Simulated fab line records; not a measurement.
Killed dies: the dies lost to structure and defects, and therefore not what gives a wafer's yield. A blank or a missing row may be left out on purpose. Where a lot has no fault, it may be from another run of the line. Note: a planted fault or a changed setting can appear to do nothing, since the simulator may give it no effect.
Split-lot experiment | flow ritCmos | route with 202 steps; 5 lots, 23 wafers read

ABOUT THE SPLIT
At RIT_M1_SPUTTER_00 (material Al, target thk 400 nm, time 500 s), the setting timeS was moved away from the recipe's 500 s on 5 of the 23 wafers read, by -14.9% to +5.9%. All remaining wafers had this setting at the recipe value.

FROM THE SPLIT ON TO THE READING: in between, the file shows 1 step
- RIT_M1_RS_MEAS_01: measures by four-point-probe

THE READING
M1_AL_THK, in nm, at RIT_M1_THK_MEAS_02 (measures by xrf). On this fab line, fault-free wafers typically give 396 nm with a standard deviation of 3.8 nm.

wafer  | tool, chamber at the split | timeS as run, s | against the recipe | M1_AL_THK, nm | against lot-mates on the recipe
L074.1 | pvdSputter-04, -           | 529.6           | +5.9%              | 414           | +19
L074.3 | pvdSputter-04, -           | 500             | recipe             | 395           | -
L074.4 | pvdSputter-04, -           | 500             | recipe             | 395           | -
L074.5 | pvdSputter-04, -           | 529.6           | +5.9%              | 415           | +20
L074.6 | pvdSputter-04, -           | 529.6           | +5.9%              | 419           | +24
L078.3 | pvdSputter-04, -           | 500             | recipe             | 395           | -
L078.4 | pvdSputter-04, -           | 500             | recipe             | 393           | -
L078.5 | pvdSputter-04, -           | 500             | recipe             | 393           | -
L079.1 | pvdSputter-01, -           | 500             | recipe             | 402           | -
L079.2 | pvdSputter-01, -           | 500             | recipe             | 402           | -
L079.3 | pvdSputter-01, -           | 500             | recipe             | 399           | -
L079.4 | pvdSputter-01, -           | 500             | recipe             | 397           | -
L079.5 | pvdSputter-01, -           | 500             | recipe             | 402           | -
L081.1 | pvdSputter-01, -           | 500             | recipe             | 397           | -
L081.3 | pvdSputter-01, -           | 500             | recipe             | 401           | -
L081.4 | pvdSputter-01, -           | 500             | recipe             | 397           | -
L081.5 | pvdSputter-01, -           | 500             | recipe             | 399           | -
L081.6 | pvdSputter-01, -           | 500             | recipe             | 397           | -
L082.1 | pvdSputter-04, -           | 425.3           | -14.9%             | 335           | -61
L082.3 | pvdSputter-04, -           | 500             | recipe             | 395           | -
L082.4 | pvdSputter-04, -           | 500             | recipe             | 397           | -
L082.5 | pvdSputter-04, -           | 500             | recipe             | 396           | -
L082.6 | pvdSputter-04, -           | 425.3           | -14.9%             | 334           | -62

FIT RESULTS
A straight line over all 23 wafers: M1_AL_THK changes by +3.98 nm for each +1% of timeS; r = +0.99; the points scatter about the line by 3.3 nm.
The same after taking each lot's own level away (the mean of its wafers on the recipe; 23 wafers): +4 nm for each +1%; r = +1.00; scatter 1.9 nm.
According to that fit, moving timeS by its largest amount changes the reading by 60 nm.
Across the lots, their own levels run from 393.7 to 400.4 nm, a range of 1.8 times the standard deviation given above.
So the lot-to-lot level changes the slope little: the two slopes agree.
Check: for one of the wafers moved furthest among these (-14.9%), held out of the fit, the line's prediction against its lot-mates is -59.6 nm. It came out at -61 nm against them.

THE OTHER SPLITS THESE WAFERS WENT THROUGH
Other splits were also applied to these wafers ahead of the reading. Each is held against what the fit with the lots' levels taken away leaves over:
other split on the same wafers | wafers away from the commonest value | r with M1_AL_THK (lot level and that fit taken away)
RIT_NLDD_COAT_01 spinRpm       | 9                                    | +0.00
RIT_NLDD_HARDBAKE_07 tempC     | 5                                    | -0.23
RIT_PSD_IMPLANT_08 energyKev   | 11                                   | +0.32
RIT_SDANNEAL_CLEAN_00 timeS    | 15                                   | -0.03

THE WHOLE CHAIN: every reading that the file lists as answering this split, in the file's order
step               | what it does                               | reading                                                                    | change (the file's fit)               | r (the file's)
RIT_M1_SPUTTER_00  | material Al, target thk 400 nm, time 500 s | Al_of_M1_SPUTTER_00.thkNm (the simulator's own value, which no gauge read) | +4 nm for each +1% of the setting     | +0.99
RIT_M1_RS_MEAS_01  | measures by four-point-probe               | M1_AL_RS                                                                   | -0.000865 for each +1% of the setting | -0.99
RIT_M1_THK_MEAS_02 | measures by xrf                            | M1_AL_THK                                                                  | +4.03 for each +1% of the setting     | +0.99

FILE'S OWN FIT
M1_AL_THK changes by +4.03 nm for each +1% of timeS, r = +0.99.
